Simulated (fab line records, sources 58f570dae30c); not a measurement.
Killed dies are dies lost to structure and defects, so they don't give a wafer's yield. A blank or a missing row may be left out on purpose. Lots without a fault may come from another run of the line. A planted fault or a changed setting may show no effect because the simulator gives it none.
Which tool did it? | flow berkeley_cmos170 | 12 lots, 36 wafers sampled, at 4 steps of a route of 331

WHAT THE GAUGES READ, wafer by wafer
UCB170_ACTIVE_CD_MEAS_13: target cd 1200 nm. Usual: cd_nm 1200.4 nm, standard deviation 1.6.
lot  | measured    | on        | cd_nm (nm)           | flag
L124 | day 4 17:58 | cd_sem-02 | 1201.9 1199.8 1202.1 |
L125 | day 4 18:05 | cd_sem-02 | 1201.2 1200.5 1200.5 |
L126 | day 4 18:19 | cd_sem-02 | 1200.6 1201.5 1200.9 |
L129 | day 5 23:53 | cd_sem-01 | 1202.2 1200.2 1201.6 |
L132 | day 6 15:36 | cd_sem-02 | 1202.4 1201.2 1202.0 |
L137 | day 6 23:58 | cd_sem-01 | 1199.1 1199.1 1200.6 |
L138 | day 7 08:49 | cd_sem-02 | 1198.2 1198.9 1199.2 |
L140 | day 7 16:52 | cd_sem-02 | 1201.0 1201.3 1202.3 |
L143 | day 8 02:41 | cd_sem-02 | 1200.9 1200.1 1201.1 |
L144 | day 8 03:14 | cd_sem-01 | 1198.8 1200.3 1197.8 |
L145 | day 8 08:50 | cd_sem-02 | 1197.1 1196.3 1197.7 |
L146 | day 8 12:25 | cd_sem-02 | 1199.6 1200.1 1199.2 |

UCB170_GATE_THK_MEAS_02. Usual: GATE_OXIDE_THK 6.61 nm, standard deviation 0.1.
lot  | measured     | on            | GATE_OXIDE_THK (nm) | flag
L124 | day 6 11:00  | film_metro-04 | 6.70 6.75 6.64      |
L125 | day 6 10:58  | film_metro-03 | 6.55 6.64 6.69      |
L126 | day 6 11:02  | film_metro-03 | 6.65 6.73 6.65      |
L129 | day 7 08:03  | film_metro-03 | 6.61 6.69 6.71      |
L132 | day 8 01:33  | film_metro-04 | 6.64 6.69 6.67      |
L137 | day 8 09:19  | film_metro-03 | 6.64 6.56 6.62      |
L138 | day 8 21:25  | film_metro-03 | 6.90 6.72 6.67      |
L140 | day 9 03:01  | film_metro-04 | 6.59 6.41 6.63      |
L143 | day 9 18:57  | film_metro-02 | 6.91 6.67 6.66      |
L144 | day 9 20:32  | film_metro-03 | 6.56 6.72 6.66      |
L145 | day 10 02:16 | film_metro-03 | 6.64 6.77 6.65      |
L146 | day 10 02:12 | film_metro-03 | 6.57 6.62 6.59      |

WHICH TOOL RAN EACH LOT (tool, then ch and the chambers of the sampled wafers, then the start)
lot  | UCB170_ACTIVE_ETCH_15             | UCB170_PVT_SOFTBAKE_02
L124 | rie_diel-04 ch 1,2,3, day 4 18:07 | litho_track-03 ch 0, day 6 05:13
L125 | rie_diel-03 ch 0,1,2, day 4 18:14 | litho_track-04 ch 0, day 6 05:10
L126 | rie_diel-04 ch 1,3, day 4 18:29   | litho_track-02 ch 0, day 6 05:10
L129 | rie_diel-02 ch 2,3, day 6 00:01   | litho_track-02 ch 0, day 7 01:24
L132 | rie_diel-04 ch 1,3, day 6 15:45   | litho_track-02 ch 0, day 7 18:58
L137 | rie_diel-02 ch 2,3, day 7 00:08   | litho_track-04 ch 0, day 8 04:10
L138 | rie_diel-03 ch 0,1,3, day 7 08:58 | litho_track-03 ch 0, day 8 14:07
L140 | rie_diel-04 ch 1,2, day 7 16:58   | litho_track-03 ch 0, day 8 21:53
L143 | rie_diel-03 ch 0,2,3, day 8 02:50 | litho_track-04 ch 0, day 9 14:26
L144 | rie_diel-02 ch 0,3, day 8 03:23   | litho_track-03 ch 0, day 9 14:34
L145 | rie_diel-04 ch 1,2,3, day 8 08:59 | litho_track-03 ch 0, day 9 20:16
L146 | rie_diel-03 ch 0,1,3, day 8 12:34 | litho_track-04 ch 0, day 9 20:05
- UCB170_ACTIVE_ETCH_15: etches Si3N4 in CH3F/Ar/O2, stops on SiO2, target depth 242 nm, time 151 s.
- UCB170_PVT_SOFTBAKE_02: time 60 s.

WHAT THE TOOLS THEMSELVES READ (means of the sampled wafers that have a number; where no wafer has one, the mark that the record gives instead)
UCB170_ACTIVE_ETCH_15. Usual: drypump_motor_current_A 5.57 A, standard deviation 0.3; oes_product_au 0.946 a.u., standard deviation 0.014; throttle_valve_pct 8.01 %, standard deviation 0.14.
lot  | tool        | drypump_motor_current_A (A) | oes_product_au (a.u.) | throttle_valve_pct (%) | flag
L124 | rie_diel-04 | 5.43                        | 0.938                 | 8.14                   |
L125 | rie_diel-03 | 5.53                        | 0.949                 | 7.97                   |
L126 | rie_diel-04 | 5.29                        | 0.944                 | 8.06                   |
L129 | rie_diel-02 | 5.92                        | 0.959                 | 7.84                   |
L132 | rie_diel-04 | 5.26                        | 0.940                 | 8.08                   |
L137 | rie_diel-02 | 5.67                        | 0.966                 | 7.87                   |
L138 | rie_diel-03 | 5.66                        | 0.940                 | 7.91                   |
L140 | rie_diel-04 | 5.48                        | 0.935                 | 8.12                   |
L143 | rie_diel-03 | 5.39                        | 0.947                 | 7.91                   |
L144 | rie_diel-02 | 5.55                        | 0.965                 | 7.94                   |
L145 | rie_diel-04 | 5.43                        | 0.944                 | 8.13                   |
L146 | rie_diel-03 | 5.68                        | 0.955                 | 7.92                   |

UCB170_PVT_SOFTBAKE_02. Usual: heater_power_total_W 56.80 W, standard deviation 0.043; run_length_s 89.2 s, standard deviation 0.31.
lot  | tool           | heater_power_total_W (W) | run_length_s (s) | flag
L124 | litho_track-03 | 56.83                    | 89.5             |
L125 | litho_track-04 | 56.84                    | 89.2             |
L126 | litho_track-02 | 56.83                    | 88.9             |
L129 | litho_track-02 | 58.99                    | 81.1             | OFF
L132 | litho_track-02 | 58.96                    | 81.1             | OFF
L137 | litho_track-04 | 56.79                    | 89.2             |
L138 | litho_track-03 | 56.80                    | 89.5             |
L140 | litho_track-03 | 56.74                    | 89.5             |
L143 | litho_track-04 | 56.83                    | 89.1             |
L144 | litho_track-03 | 56.79                    | 89.5             |
L145 | litho_track-03 | 56.82                    | 89.5             |
L146 | litho_track-04 | 56.80                    | 89.2             |

THE ANSWER, worked out from the rows above alone
Rule: a lot is off if the mean of its wafers that have a number lies more than 3 standard deviations from the usual mean. A lot without any number at a reading at which 4 lots or more have one is off too. The other lots that the step has rows for count as sound. The gauges are gone through in route order, then the tools' own readings, and for those a lot's mean is taken as printed above. The first step at which some lot is off is used, and at that step the reading that is off furthest; a lot without a number counts as furthest.
Off: L129, L132, at UCB170_PVT_SOFTBAKE_02 (heater_power_total_W).
A tool fits if, at that step or a process step before it, it ran every lot that is off, and no sound lot after the first of them. One fits: litho_track-02 at UCB170_PVT_SOFTBAKE_02. Its last sound lot is L126 (day 6 05:10), its first lot that is off L129 (day 7 01:24): a fault that began between those two fits.
The tool's own readings at UCB170_PVT_SOFTBAKE_02 bear it out: on the lots that are off they differ by more than 5 times the standard deviation of the sound lots' means. heater_power_total_W reads 58.98 W there against 56.81 W on the sound lots; run_length_s reads 81.1 s there against 89.3 s on the sound lots.

WHAT THE SIMULATOR HAD PUT IN
Process parameter drift: litho_track-02, from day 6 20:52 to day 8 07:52, at UCB170_PVT_SOFTBAKE_02. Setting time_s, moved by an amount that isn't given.
Lots struck among those shown: L129, L132. The rule above found the same.
